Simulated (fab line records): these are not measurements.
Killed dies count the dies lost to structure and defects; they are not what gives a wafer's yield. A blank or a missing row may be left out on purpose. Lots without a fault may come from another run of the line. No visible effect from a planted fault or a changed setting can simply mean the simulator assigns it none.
A struck lot beside a sound one ; flow berkeley_cmos170 ; 18 steps out of a route of 331
Sound: the wafers L438.2, L438.4, L438.6. Wafers L431.1, L431.3, L431.4 were the ones struck. Last of all comes the cause.
Order at every step that has rows: each side's tool, ch and its chambers, its first start. Under that, the readings that differ: sound wafers ; struck wafers ; difference of the means ; sigmas: that difference in standard deviations of wafers without a fault.
alike: words and numbers the same on both sides, and readings whose means are apart by under 2 such deviations; not compared: readings that were withheld, readings missing a value for some wafer, numbers with overlapping values and no deviation given by the record, and bounds like >300 which may hide the same value.
Wherever a step has rows on one side only, a row that says differs or no value, or a row with sigmas, the two part there. When numbers do not overlap yet have no deviation, they are printed without sigmas and do not part them. A reading that every wafer of one side lacks parts them only if that side has two wafers or more.

first, 2 steps without rows for these wafers: UCB170_GATE_PEB_10; UCB170_GATE_DEVELOP_11 (develop time 45 s).
UCB170_GATE_CD_MEAS_12 targets a cd of 350 nm.
  sound on cd_sem-01 at day 10 22:25; struck on cd_sem-02 at day 9 13:59
reading;sound;struck;difference;sigmas
cd_nm (nm);348.0 347.3 347.3;350.4 351.8 350.3;+3.3;+2
UCB170_GATE_OVL_MEAS_13:
  sound on overlay-02 at day 10 22:31; struck on overlay-01 at day 9 14:06
  alike: GATE_OVL
UCB170_GATE_ETCH_14: etches BARC in N2/H2.
  sound on rie_diel-01 ch 1,3, day 10 22:33; struck on rie_diel-04 ch 0,1,3, day 9 14:08
  alike: drypump_motor_current_A, h2_flow_sccm, oes_product_au, throttle_valve_pct
UCB170_GATE_ETCH_15: etches poly-Si in HBr/Cl2, stops on SiO2, time 56.3 s, target depth 278.2 nm.
  sound on rie_si-02 ch 1,3, day 10 22:35; struck on rie_si-01 ch 0,1,2, day 9 14:11
  alike: drypump_motor_current_A, oes_product_au, throttle_valve_pct
  not compared: rf_hours_counter_h
UCB170_GATE_STRIP_16: strips in O2.
  sound on plasma_asher-03 ch 1, day 10 22:38; struck on plasma_asher-04 ch 0,1, day 9 14:14
  alike: drypump_motor_current_A, oes_product_au
  not compared: rf_hours_counter_h
UCB170_GATE_CD_MEAS_90 targets a cd of 350 nm.
  sound on cd_sem-02 at day 10 22:46; struck on cd_sem-02 at day 9 14:20
reading;sound;struck;difference;sigmas
cd_nm (nm);348.7 346.4 347.5;351.4 352.1 349.5;+3.5;+2
then, 4 steps without rows for these wafers: UCB170_GATE_CLEAN_17 (cleans in SPM, time 600 s); UCB170_PLDD_HMDS_00 (prime time 60 s); UCB170_PLDD_COAT_01 (resist thk 900 nm); UCB170_PLDD_SOFTBAKE_02 (time 60 s).
UCB170_PLDD_EXPOSE_03: exposes mask PSELECT, target cd 1200 nm.
  sound on krf_scanner-01 ch 0, day 10 23:41; struck on krf_scanner-02 ch 0, day 9 15:56
reading;sound;struck;difference;sigmas
exposure_dose_mJ_cm2;29.99 29.96 29.99;27.92 27.92 27.93;-2.06;-66
  alike: mask, stage_vel_mm_s
then, 2 steps without rows for these wafers: UCB170_PLDD_PEB_04; UCB170_PLDD_DEVELOP_05 (develop time 45 s).
UCB170_PLDD_CD_MEAS_06 targets a cd of 1200 nm.
  sound on cd_sem-01 at day 11 00:39; struck on cd_sem-01 at day 9 17:40
reading;sound;struck;difference;sigmas
cd_nm (nm);1201.9 1202.2 1202.8;1186.3 1186.0 1185.8;-16.3;-13
  not compared: hold
UCB170_PLDD_OVL_MEAS_07:
  sound on overlay-01 at day 11 00:46; struck on overlay-01 at day 9 22:44
reading;sound;struck;difference;sigmas
hold;- - -;await_dispo/4.9h/release await_dispo/4.9h/release await_dispo/4.9h/release;no value on the sound wafers;
  alike: PLDD_OVL
UCB170_M3_PROBE_99:
  rows exist in the record for the struck wafers here (prober-02, day 11 15:54), but not for the sound ones

WHERE THEY PART
Last at UCB170_M3_PROBE_99 as far as this record goes, first at UCB170_GATE_CD_MEAS_12.

WHY: the cause the simulator had injected
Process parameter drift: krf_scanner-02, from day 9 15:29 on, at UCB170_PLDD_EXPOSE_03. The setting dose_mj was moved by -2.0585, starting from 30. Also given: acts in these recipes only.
